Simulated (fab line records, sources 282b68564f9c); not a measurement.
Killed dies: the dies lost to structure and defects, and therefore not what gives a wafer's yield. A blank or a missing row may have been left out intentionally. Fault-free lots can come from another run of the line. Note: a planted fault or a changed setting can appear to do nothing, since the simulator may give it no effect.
Which of the tools did it? ; flow rit cmos ; 42 wafers from 14 lots sampled at 2 of the route's 202 steps

WHAT THE GAUGES READ, wafer by wafer
RIT_FOX2_THK_MEAS_91.
lot;measured;on;FIELD_OXIDE_LEFT_2_THK (nm)
L464;day 2 11:42;film metro-01;262 264 262
L465;day 2 16:52;film metro-03;248 248 254
L466;day 2 20:59;film metro-03;261 267 266
L467;day 3 01:52;film metro-01;257 261 261
L468;day 3 07:04;film metro-03;256 261 257
L469;day 3 10:37;film metro-01;247 256 257
L470;day 3 15:53;film metro-01;264 255 262
L471;day 3 22:26;film metro-01;254 256 252
L472;day 4 03:32;film metro-01;258 258 260
L473;day 4 09:17;film metro-01;264 258 262
L474;day 4 12:37;film metro-01;258 260 259
L475;day 4 16:55;film metro-04;257 257 252
L478;day 5 06:59;film metro-01;253 261 254
L483;day 6 08:32;film metro-04;258 254 258

WHICH TOOL RAN EACH LOT (tool, then ch and the chambers of the sampled wafers, then the start)
lot;RIT_ACTIVE_OXIDATION_01
L464;furnace-04 ch 0, day 1 10:07
L465;furnace-01 ch 0, day 1 15:21
L466;furnace-04 ch 0, day 1 22:32
L467;furnace-01 ch 0, day 2 01:07
L468;furnace-04 ch 0, day 2 06:43
L469;furnace-04 ch 0, day 2 12:31
L470;furnace-03 ch 0, day 2 16:07
L471;furnace-04 ch 0, day 2 21:53
L472;furnace-03 ch 0, day 3 03:11
L473;furnace-03 ch 0, day 3 07:07
L474;furnace-03 ch 0, day 3 13:53
L475;furnace-01 ch 0, day 3 18:16
L478;furnace-01 ch 0, day 4 08:38
L483;furnace-01 ch 0, day 5 09:20
- RIT_ACTIVE_OXIDATION_01: target thk 46.8 nm, ox time 3360 s.

AS READ BY THE TOOLS THEMSELVES (means over the sampled wafers that have a number; for cases with no such wafer, the mark the record gives instead)
RIT_ACTIVE_OXIDATION_01.
lot;tool;ox temp c (C);spike tc centre C (C);zone power source pct (%)
L464;furnace-04;1000.1;1000.6;35.3
L465;furnace-01;999.7;1005.2;42.1
L466;furnace-04;999.9;1000.2;35.6
L467;furnace-01;999.8;1004.1;41.7
L468;furnace-04;999.7;999.7;35.3
L469;furnace-04;999.6;1001.5;35.5
L470;furnace-03;1000.2;1003.1;37.3
L471;furnace-04;999.6;1001.5;35.3
L472;furnace-03;999.9;1003.3;37.0
L473;furnace-03;1000.2;1004.7;37.3
L474;furnace-03;999.9;1003.5;37.4
L475;furnace-01;1000.6;1004.7;42.1
L478;furnace-01;999.7;1003.6;41.6
L483;furnace-01;1000.0;1004.6;41.8

THE ANSWER, worked out from the rows above alone
Rule: what is usual is taken from the lots themselves. Put in order of their means at a reading, lots are off if they are a third of the lots or fewer, leave a main group of 4 or more, and stand apart from it by a gap of 3 or more times the standard deviation of the main group's means; of several such gaps the widest counts. A main group is skipped when, at the precision printed for the reading in the tables above, its means are all equal. A lot without any number at a reading at which 4 lots or more have one is off too. All remaining lots with rows at the step are treated as sound. The gauges are gone through in route order, then the tools' own readings, and for those a lot's mean is taken as printed above. The first step at which some lot is off is used, and at that step the reading that is off furthest; a lot without a number counts as furthest.
No lot is off on any of the readings shown, so nothing can be concluded from this.

WHAT THE SIMULATOR PUT IN
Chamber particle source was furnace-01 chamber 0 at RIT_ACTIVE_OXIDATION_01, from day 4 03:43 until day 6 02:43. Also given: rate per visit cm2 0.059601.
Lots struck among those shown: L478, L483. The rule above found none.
